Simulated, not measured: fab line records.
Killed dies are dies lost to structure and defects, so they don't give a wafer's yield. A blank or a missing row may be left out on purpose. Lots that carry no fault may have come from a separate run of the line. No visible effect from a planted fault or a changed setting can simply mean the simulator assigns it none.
fab line records	flow ritCmos
[record] lots = 14	wafers = 42	lastDay = 8
route steps=202 shown ACTIVE@3 NLDD@112 M1@193
lots that met no fault: taken from a fault-free run of the same line
startH: hours from the record's first day to the start of the lot's first wafer shown	waitH: time in hours since the lot's previous step	" the same as in the row above	L1.1+2: a single row standing in for several wafers	- no value, or no start given	* or withheld: withheld	< > ~ a bound
route shown NAME@n: names a module that has steps shown in the file, with the first one's number in the route	usual: mean/standard deviation taken from wafers without a fault	same: alike in all rows	chamber/n: place in a boat	sites: per-site readings	_std_site: the standard deviation of these	_edge_site: inner sites' mean taken away from outer sites' mean	radiusMm: for every site, how far away it sits from the centre of the wafer	mask NAME#n: copy n	behind: tool/chamber where the wafer was last shaped	hold: the reason the lot was held/the length of the hold in hours/how it ended	device: the n, p or np transistor that did not switch	end of line: tests run on the same wafers once the route is complete	a step given without rows: its recipe and nothing more	killed: at the first sort, the dies lost to defects and structure; wafer yield is something else	map: shows each die of a wafer: x if killed, . if not, _ if none is there
set.NAME: the setting as run; set.NAME@STEP: as run at that earlier step	model.NAME: the simulator's own value behind a step, which no gauge read
a sample of lots followed through the steps of the route, with each step as a table and each wafer as a row
services: a tool's chamber out of use, with start hour (startH, from the record's first day; less than 0 if before it), hours out, and reason
[[steps]]
[step RIT_ACTIVE_THK_MEAS_02]
[recipe] reads = SiO2_of_ACTIVE_OXIDATION_01
[usual] ACTIVE_OXIDE_THK = 46.7/0.8
lot.wafer	tool	chamber	startH	waitH	ACTIVE_OXIDE_THK[nm]
L179.1	filmMetro-03	-	12.40	0.0	46.3
L179.3	"	-	"	"	47.5
L179.4	"	-	"	"	46.6
L180.2	filmMetro-04	-	17.06	0.0	47.5
L180.3	"	-	"	"	48.4
L180.6	"	-	"	"	48.4
L181.2	filmMetro-04	-	22.19	0.0	46.4
L181.3	"	-	"	"	45.7
L181.6	"	-	"	"	45.7
L182.1	filmMetro-03	-	27.78	0.0	47.2
L182.2	"	-	"	"	47.4
L182.6	"	-	"	"	46.5
L183.1	filmMetro-01	-	32.05	0.0	45.7
L183.4	"	-	"	"	46.1
L183.6	"	-	"	"	46.9
L184.1	filmMetro-04	-	38.74	0.0	48.3
L184.2	"	-	"	"	49.1
L184.5	"	-	"	"	47.3
L187.1	filmMetro-03	-	52.05	0.0	46.1
L187.3	"	-	"	"	45.8
L187.4	"	-	"	"	46.1
L188.3	filmMetro-04	-	57.43	0.0	47.2
L188.4	"	-	"	"	47.0
L188.6	"	-	"	"	46.8
L189.3	filmMetro-03	-	63.06	0.0	47.0
L189.5	"	-	"	"	46.3
L189.6	"	-	"	"	46.8
L190.2	filmMetro-01	-	68.38	0.0	46.1
L190.3	"	-	"	"	45.5
L190.6	"	-	"	"	45.6
L194.1	filmMetro-04	-	87.34	0.0	47.4
L194.5	"	-	"	"	47.9
L194.6	"	-	"	"	47.9
L197.1	filmMetro-01	-	105.45	0.0	46.5
L197.2	"	-	"	"	46.6
L197.4	"	-	"	"	45.6
L200.2	filmMetro-03	-	120.99	0.0	46.3
L200.3	"	-	"	"	46.1
L200.4	"	-	"	"	46.5
L202.2	filmMetro-01	-	128.72	0.0	46.7
L202.4	"	-	"	"	46.1
L202.6	"	-	"	"	47.3
[step RIT_NLDD_STRIP_09]
[recipe] chemistry = O2	timeS = 180	resist = NOVOLAK	platenTempC = withheld	powerW = 500	pressureMtorr = 4000	o2FlowSccm = 4000
[usual] chamberPressureMTorr = 4000/3.6	drypumpMotorCurrentA = 5.7/0.49
lot.wafer	tool	chamber	startH	waitH	chamberPressureMTorr	drypumpMotorCurrentA	rfHoursCounterH
L179.1	plasmaAsher-03	1	46.01	0.1	3999	5.2	25
L179.3	"	1	"	"	4009	5.2	-
L179.4	"	0	"	"	4002	5.7	-
L180.2	plasmaAsher-03	1	49.88	0.1	3997	5.3	26
L180.3	"	1	"	"	4005	5.2	-
L180.6	"	0	"	"	3997	5.8	-
L181.2	plasmaAsher-02	0	56.05	0.1	3999	6.5	44
L181.3	"	0	"	"	3998	6.5	-
L181.6	"	0	"	"	3999	6.5	-
L182.1	plasmaAsher-03	0	62.56	0.1	3999	5.8	27
L182.2	"	1	"	"	4003	5.2	27
L182.6	"	1	"	"	4003	5.2	-
L183.1	plasmaAsher-02	1	69.73	0.1	4004	5.9	45
L183.4	"	1	"	"	4001	5.9	-
L183.6	"	1	"	"	3998	5.8	-
L184.1	plasmaAsher-02	1	72.22	0.1	3992	5.9	45
L184.2	"	0	"	"	4001	6.5	45
L184.5	"	0	"	"	3993	6.5	-
L187.1	plasmaAsher-01	1	83.68	0.1	3998	4.9	36
L187.3	"	0	"	"	4002	5.4	-
L187.4	"	1	"	"	4000	4.9	-
L188.3	plasmaAsher-03	0	93.67	0.1	4001	5.8	-
L188.4	"	1	"	"	3999	5.3	-
L188.6	"	1	"	"	3997	5.3	-
L189.3	plasmaAsher-02	1	98.28	0.1	3996	5.9	-
L189.5	"	1	"	"	3994	5.9	-
L189.6	"	0	"	"	4001	6.5	-
L190.2	plasmaAsher-03	0	103.57	0.1	4001	5.7	31
L190.3	"	0	"	"	3996	5.7	-
L190.6	"	0	"	"	3997	5.7	-
L194.1	plasmaAsher-03	1	124.77	0.1	3199	5.3	33
L194.5	"	1	"	"	3201	5.2	-
L194.6	"	0	"	"	3207	5.7	-
L197.1	plasmaAsher-03	1	150.47	0.1	3200	5.3	36
L197.2	"	0	"	"	3200	5.8	36
L197.4	"	0	"	"	3209	5.8	-
L200.2	plasmaAsher-01	1	169.86	0.1	4004	4.9	44
L200.3	"	1	"	"	3997	4.9	-
L200.4	"	0	"	"	3998	5.3	-
L202.2	plasmaAsher-02	0	175.53	0.1	4000	6.5	5
L202.4	"	1	"	"	3997	5.9	-
L202.6	"	1	"	"	3999	5.9	-
[step RIT_M1_CD_MEAS_09]
[recipe] targetCdNm = 2600
[usual] cdNm = 2599.7/2
lot.wafer	tool	chamber	startH	waitH	cdNm
L179.1	cdSem-02	-	58.76	-	2601.9
L179.3	"	-	"	"	2602.5
L179.4	"	-	"	"	2600.9
L180.2	cdSem-01	-	63.38	-	2601.9
L180.3	"	-	"	"	2602.2
L180.6	"	-	"	"	2602.7
L181.2	cdSem-02	-	68.62	-	2599.4
L181.3	"	-	"	"	2600.5
L181.6	"	-	"	"	2599.3
L182.1	cdSem-02	-	74.66	-	2600.8
L182.2	"	-	"	"	2600.2
L182.6	"	-	"	"	2602.7
L183.1	cdSem-01	-	82.35	-	2599.0
L183.4	"	-	"	"	2601.6
L183.6	"	-	"	"	2601.1
L184.1	cdSem-02	-	84.70	-	2599.0
L184.2	"	-	"	"	2599.8
L184.5	"	-	"	"	2600.8
L187.1	cdSem-01	-	96.96	-	2604.3
L187.3	"	-	"	"	2603.7
L187.4	"	-	"	"	2604.8
L188.3	cdSem-01	-	106.03	-	2596.1
L188.4	"	-	"	"	2597.0
L188.6	"	-	"	"	2596.8
L189.3	cdSem-01	-	111.46	-	2599.4
L189.5	"	-	"	"	2597.9
L189.6	"	-	"	"	2599.1
L190.2	cdSem-01	-	116.89	-	2601.3
L190.3	"	-	"	"	2599.0
L190.6	"	-	"	"	2600.9
L194.1	cdSem-01	-	137.38	-	2601.0
L194.5	"	-	"	"	2602.4
L194.6	"	-	"	"	2599.4
L197.1	cdSem-02	-	163.10	-	2600.5
L197.2	"	-	"	"	2599.5
L197.4	"	-	"	"	2599.5
L200.2	cdSem-02	-	182.40	-	2597.8
L200.3	"	-	"	"	2599.2
L200.4	"	-	"	"	2599.4
L202.2	cdSem-01	-	188.36	-	2597.9
L202.4	"	-	"	"	2598.7
L202.6	"	-	"	"	2596.9
[step RIT_M1_OVL_MEAS_10]
[usual] M1_OVL = -0.3/1.6
lot.wafer	tool	chamber	startH	waitH	M1_OVL[nm]
L179.1	overlay-01	-	58.88	0.1	-2.6
L179.3	"	-	"	"	-2.9
L179.4	"	-	"	"	-2.5
L180.2	overlay-02	-	63.49	0.1	-3.2
L180.3	"	-	"	"	-0.9
L180.6	"	-	"	"	-0.6
L181.2	overlay-02	-	68.72	0.1	-1.3
L181.3	"	-	"	"	-1.9
L181.6	"	-	"	"	0.0
L182.1	overlay-02	-	74.78	0.1	1.4
L182.2	"	-	"	"	-0.1
L182.6	"	-	"	"	0.5
L183.1	overlay-02	-	82.47	0.1	-1.0
L183.4	"	-	"	"	-2.2
L183.6	"	-	"	"	-1.5
L184.1	overlay-02	-	84.82	0.1	0.0
L184.2	"	-	"	"	0.5
L184.5	"	-	"	"	-0.4
L187.1	overlay-02	-	97.08	0.1	-0.9
L187.3	"	-	"	"	-1.7
L187.4	"	-	"	"	0.7
L188.3	overlay-02	-	106.13	0.1	0.2
L188.4	"	-	"	"	-1.8
L188.6	"	-	"	"	-1.4
L189.3	overlay-01	-	111.55	0.1	0.9
L189.5	"	-	"	"	1.9
L189.6	"	-	"	"	0.5
L190.2	overlay-02	-	116.99	0.1	1.0
L190.3	"	-	"	"	-1.6
L190.6	"	-	"	"	0.9
L194.1	overlay-02	-	137.50	0.1	2.5
L194.5	"	-	"	"	0.8
L194.6	"	-	"	"	2.4
L197.1	overlay-02	-	163.22	0.1	0.7
L197.2	"	-	"	"	-1.3
L197.4	"	-	"	"	-1.4
L200.2	overlay-02	-	182.51	0.1	0.2
L200.3	"	-	"	"	1.1
L200.4	"	-	"	"	-0.2
L202.2	overlay-02	-	188.47	0.1	0.0
L202.4	"	-	"	"	1.1
L202.6	"	-	"	"	-1.1
[step RIT_M1_PROBE_99]
[usual] killed_at_M0_to_M3 = 0.0/0.083	killedAtContacts = 0.1/0.27	killedAtFrontEnd = 7/3.1	killedDies = 7/3.2	killedOnRim = 1.8/1.4	killedOpen = 3.8/2.1	killedShort = 3.6/2
[same] grossDies = 264	killed_at_M4_up = 0	killedAtBackSide = 0	killedAtOther = 0
lot.wafer	tool	chamber	startH	waitH	killed_at_M0_to_M3	killedAtContacts	killedAtFrontEnd	killedDies	killedOnRim	killedOpen	killedShort
L179.1	prober-01	-	61.42	0.1	0	0	8	8	3	3	5
L179.3	prober-01	-	61.52	0.2	0	0	1	1	0	1	0
L179.4	prober-01	-	61.57	0.2	0	0	5	5	1	2	3
L180.2	prober-02	-	66.07	0.1	0	0	5	5	2	1	4
L180.3	prober-02	-	66.12	0.2	0	0	8	8	2	4	4
L180.6	prober-02	-	66.27	0.2	0	0	8	8	1	4	4
L181.2	prober-01	-	71.40	0.1	0	0	5	5	0	4	1
L181.3	prober-01	-	71.45	0.2	0	0	10	10	4	7	3
L181.6	prober-01	-	71.60	0.2	0	0	10	10	2	6	4
L182.1	prober-02	-	77.34	0.1	0	0	12	12	1	6	6
L182.2	prober-02	-	77.39	0.1	0	0	5	5	1	2	3
L182.6	prober-02	-	77.59	0.2	0	0	7	7	0	3	4
L183.1	prober-01	-	85.25	0.1	0	0	7	7	0	5	2
L183.4	prober-01	-	85.40	0.2	0	0	6	6	1	4	2
L183.6	prober-01	-	85.50	0.2	0	0	11	11	4	4	7
L184.1	prober-02	-	87.36	0.1	0	0	8	8	0	3	5
L184.2	prober-02	-	87.41	0.1	0	0	10	10	3	2	8
L184.5	prober-02	-	87.56	0.2	0	0	7	7	1	2	5
L187.1	prober-01	-	99.61	0.1	0	0	15	15	4	8	7
L187.3	prober-01	-	99.71	0.2	0	0	6	6	1	1	5
L187.4	prober-01	-	99.76	0.2	0	0	4	4	2	1	3
L188.3	prober-02	-	108.75	0.2	1	0	9	10	3	3	7
L188.4	prober-02	-	108.80	0.2	0	0	8	8	1	3	5
L188.6	prober-02	-	108.90	0.2	0	0	5	5	1	3	2
L189.3	prober-01	-	114.18	0.2	0	0	12	12	4	7	5
L189.5	prober-01	-	114.28	0.2	0	0	14	14	4	8	6
L189.6	prober-01	-	114.33	0.2	0	0	4	4	2	1	3
L190.2	prober-02	-	119.63	0.1	0	0	7	7	0	2	5
L190.3	prober-02	-	119.68	0.2	0	0	10	10	3	8	2
L190.6	prober-02	-	119.83	0.2	0	0	7	7	1	2	5
L194.1	prober-01	-	140.04	0.1	0	0	7	7	1	4	3
L194.5	prober-01	-	140.24	0.2	0	0	6	6	0	2	4
L194.6	prober-01	-	140.29	0.2	0	0	10	10	3	6	4
L197.1	prober-01	-	165.76	0.1	0	1	3	4	1	4	0
L197.2	prober-01	-	165.81	0.1	0	1	9	10	2	1	9
L197.4	prober-01	-	165.91	0.2	0	0	5	5	0	4	1
L200.2	prober-02	-	185.11	0.1	0	0	4	4	1	2	2
L200.3	prober-02	-	185.16	0.2	0	0	3	3	1	3	0
L200.4	prober-02	-	185.21	0.2	0	0	6	6	3	3	3
L202.2	prober-01	-	191.05	0.1	0	0	9	9	2	2	7
L202.4	prober-01	-	191.15	0.2	0	0	13	13	2	8	5
L202.6	prober-01	-	191.25	0.2	0	0	10	10	3	6	4
// killed by level:class
L179.1 REOX:geometricParticle:open=2 GATE:geometricParticle:short=2 FOX1:geometricParticle:short=1 SPACER:geometricParticle:short=1 SILICIDE:geometricParticle:open=1 SILICIDE:geometricParticle:short=1
L179.3 SILICIDE:geometricParticle:open=1
L179.4 SILICIDE:geometricParticle:short=2 FOX1:geometricParticle:open=1 FOX1:geometricParticle:short=1 REOX:geometricParticle:open=1
L180.2 SILICIDE:geometricParticle:short=2 FOX1:geometricParticle:open=1 GATE:geometricParticle:short=1 REOX:geometricParticle:short=1
L180.3 REOX:geometricParticle:open=2 REOX:geometricParticle:short=2 FOX1:geometricParticle:short=1 FOX2:geometricParticle:open=1 GATE:geometricParticle:open=1 GATE:geometricParticle:short=1
L180.6 GATE:geometricParticle:open=2 FOX1:geometricParticle:open=1 FOX2:geometricParticle:open=1 FOX2:geometricParticle:short=1 GATE:geometricParticle:short=1 SPACER:geometricParticle:short=1 SILICIDE:geometricParticle:short=1
L181.2 FOX1:geometricParticle:open=1 FOX1:geometricParticle:short=1 GATE:geometricParticle:open=1 REOX:geometricParticle:open=1 SPACER:geometricParticle:open=1
L181.3 GATE:geometricParticle:open=3 FOX1:geometricParticle:open=2 REOX:geometricParticle:open=2 FOX1:geometricParticle:short=1 SPACER:geometricParticle:short=1 SILICIDE:geometricParticle:short=1
L181.6 GATE:geometricParticle:open=4 FOX1:geometricParticle:short=2 FOX1:geometricParticle:open=1 GATE:geometricParticle:short=1 REOX:geometricParticle:open=1 REOX:geometricParticle:short=1
L182.1 SPACER:geometricParticle:short=5 GATE:geometricParticle:open=2 SPACER:geometricParticle:open=2 REOX:geometricParticle:open=1 REOX:geometricParticle:short=1 SILICIDE:geometricParticle:open=1
L182.2 FOX1:geometricParticle:short=1 FOX2:geometricParticle:short=1 GATE:geometricParticle:open=1 REOX:geometricParticle:short=1 SILICIDE:geometricParticle:open=1
L182.6 GATE:geometricParticle:open=2 SILICIDE:geometricParticle:short=2 FOX1:geometricParticle:short=1 FOX1:geometricParticle:open=1 REOX:geometricParticle:short=1
L183.1 REOX:geometricParticle:open=3 REOX:geometricParticle:short=2 FOX1:geometricParticle:open=1 GATE:geometricParticle:open=1
L183.4 GATE:geometricParticle:open=2 SPACER:geometricParticle:short=2 FOX1:geometricParticle:open=1 SILICIDE:geometricParticle:open=1
L183.6 GATE:geometricParticle:short=3 REOX:geometricParticle:open=3 REOX:geometricParticle:short=2 FOX1:geometricParticle:open=1 FOX1:geometricParticle:short=1 FOX2:geometricParticle:short=1
L184.1 FOX2:geometricParticle:short=2 SPACER:geometricParticle:open=2 FOX1:geometricParticle:open=1 FOX1:geometricParticle:short=1 GATE:geometricParticle:short=1 REOX:geometricParticle:short=1
L184.2 GATE:geometricParticle:short=3 FOX1:geometricParticle:short=2 FOX2:geometricParticle:short=2 FOX1:geometricParticle:open=1 FOX2:geometricParticle:open=1 REOX:geometricParticle:short=1
L184.5 FOX2:geometricParticle:short=3 FOX2:geometricParticle:open=1 GATE:geometricParticle:short=1 GATE:geometricParticle:open=1 SILICIDE:geometricParticle:short=1
L187.1 GATE:geometricParticle:open=4 GATE:geometricParticle:short=3 FOX1:geometricParticle:short=2 SILICIDE:geometricParticle:open=1 FOX1:geometricParticle:open=1 FOX2:geometricParticle:short=1 FOX2:geometricParticle:open=1 SPACER:geometricParticle:open=1
L187.3 FOX1:geometricParticle:short=2 GATE:geometricParticle:short=2 SPACER:geometricParticle:open=1 SILICIDE:geometricParticle:short=1
L187.4 ACTIVE:geometricParticle:short=1 FOX1:geometricParticle:open=1 FOX1:geometricParticle:short=1 GATE:geometricParticle:short=1
L188.3 FOX1:geometricParticle:open=2 REOX:geometricParticle:short=2 SPACER:geometricParticle:short=2 GATE:geometricParticle:short=1 REOX:geometricParticle:open=1 SILICIDE:geometricParticle:short=1 M1:geometricParticle:short=1
L188.4 GATE:geometricParticle:short=3 GATE:geometricParticle:open=2 REOX:geometricParticle:short=1 SPACER:geometricParticle:short=1 SILICIDE:geometricParticle:open=1
L188.6 GATE:geometricParticle:open=2 SPACER:geometricParticle:short=2 FOX2:geometricParticle:open=1
L189.3 SILICIDE:geometricParticle:open=3 FOX1:geometricParticle:short=2 GATE:geometricParticle:open=2 SILICIDE:geometricParticle:short=2 FOX1:geometricParticle:open=1 FOX2:geometricParticle:open=1 GATE:geometricParticle:short=1
L189.5 FOX1:geometricParticle:open=4 FOX1:geometricParticle:short=2 FOX2:geometricParticle:open=2 GATE:geometricParticle:short=2 REOX:geometricParticle:short=1 REOX:geometricParticle:open=1 SPACER:geometricParticle:open=1 SILICIDE:geometricParticle:short=1
L189.6 FOX1:geometricParticle:short=2 FOX2:geometricParticle:open=1 SILICIDE:geometricParticle:short=1
L190.2 GATE:geometricParticle:open=2 FOX1:geometricParticle:short=1 FOX2:geometricParticle:short=1 GATE:geometricParticle:short=1 SPACER:geometricParticle:short=1 SILICIDE:geometricParticle:short=1
L190.3 GATE:geometricParticle:open=6 GATE:geometricParticle:short=1 SPACER:geometricParticle:open=1 SILICIDE:geometricParticle:short=1 SILICIDE:geometricParticle:open=1
L190.6 SPACER:geometricParticle:short=3 GATE:geometricParticle:open=2 GATE:geometricParticle:short=1 SILICIDE:geometricParticle:short=1
L194.1 FOX1:geometricParticle:open=1 GATE:geometricParticle:short=1 GATE:geometricParticle:open=1 REOX:geometricParticle:open=1 REOX:geometricParticle:short=1 SPACER:geometricParticle:short=1 SILICIDE:geometricParticle:open=1
L194.5 GATE:geometricParticle:short=3 FOX2:geometricParticle:short=1 GATE:geometricParticle:open=1 SPACER:geometricParticle:open=1
L194.6 SILICIDE:geometricParticle:open=3 FOX1:geometricParticle:short=2 ACTIVE:geometricParticle:open=1 FOX2:geometricParticle:open=1 SPACER:geometricParticle:short=1 SPACER:geometricParticle:open=1 SILICIDE:geometricParticle:short=1
L197.1 SPACER:geometricParticle:open=2 FOX1:geometricParticle:open=1 CONTACT:geometricParticle:open=1
L197.2 FOX1:geometricParticle:short=3 SPACER:geometricParticle:short=2 GATE:geometricParticle:short=1 REOX:geometricParticle:short=1 SPACER:geometricParticle:open=1 SILICIDE:geometricParticle:short=1 CONTACT:geometricParticle:short=1
L197.4 SPACER:geometricParticle:open=3 GATE:geometricParticle:short=1 SILICIDE:geometricParticle:open=1
L200.2 ACTIVE:geometricParticle:open=1 FOX1:geometricParticle:short=1 GATE:geometricParticle:short=1 SILICIDE:geometricParticle:open=1
L200.3 FOX1:geometricParticle:open=1 FOX2:geometricParticle:open=1 SPACER:geometricParticle:open=1
L200.4 GATE:geometricParticle:short=2 SILICIDE:geometricParticle:open=2 FOX2:geometricParticle:short=1 SPACER:geometricParticle:open=1
L202.2 GATE:geometricParticle:open=2 SPACER:geometricParticle:short=2 FOX1:geometricParticle:short=1 FOX2:geometricParticle:short=1 GATE:geometricParticle:short=1 REOX:geometricParticle:short=1 SILICIDE:geometricParticle:short=1
L202.4 GATE:geometricParticle:short=3 SILICIDE:geometricParticle:open=3 GATE:geometricParticle:open=2 SPACER:geometricParticle:open=2 REOX:geometricParticle:open=1 SPACER:geometricParticle:short=1 SILICIDE:geometricParticle:short=1
L202.6 SILICIDE:geometricParticle:open=2 FOX1:geometricParticle:short=1 FOX1:geometricParticle:open=1 FOX2:geometricParticle:short=1 FOX2:geometricParticle:open=1 GATE:geometricParticle:open=1 GATE:geometricParticle:short=1 SPACER:geometricParticle:open=1
[[services]]
tool	chamber	startH	hours	kind
plasmaAsher-03	-	54.35	4.3	repair
plasmaAsher-01	-	54.84	6.3	repair
plasmaAsher-02	-	108.75	9.0	pm
plasmaAsher-02	0	108.75	9.0	ventCycle
plasmaAsher-02	1	108.75	9.0	ventCycle
plasmaAsher-02	0	117.75	-	clean
plasmaAsher-02	1	117.75	-	clean
[[key]]
[firstSign] step = RIT_NLDD_STRIP_09	reading = chamberPressureMTorr	direction = down	sigmas = 99+	usual = 4000	struck = 3203
effect none on later readings
metAt RIT_NLDD_STRIP_09
struckLots L194,L197
testerLeftOut L194,L197
notActingAt RIT_ACTIVE_THK_MEAS_02,RIT_M1_CD_MEAS_09,RIT_M1_OVL_MEAS_10
onsetBetween 103.57 124.77
[fault] kind = processParameterDrift	tool = plasmaAsher-03	chamber = -	onsetH = 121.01	steps = RIT_NLDD_STRIP_09	channel = pressureMtorr	offset = -800	shape = step	endH = 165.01	actsIn = theseRecipesOnly	stated = 4000
// testerLeftOut: of these lots the tester's yield and bins aren't shown, on N5 and GAA mostly nor the transistor test; their killed dies are dies lost to structure and defects alone, not to doping, threshold or leakage, so they don't give the yield
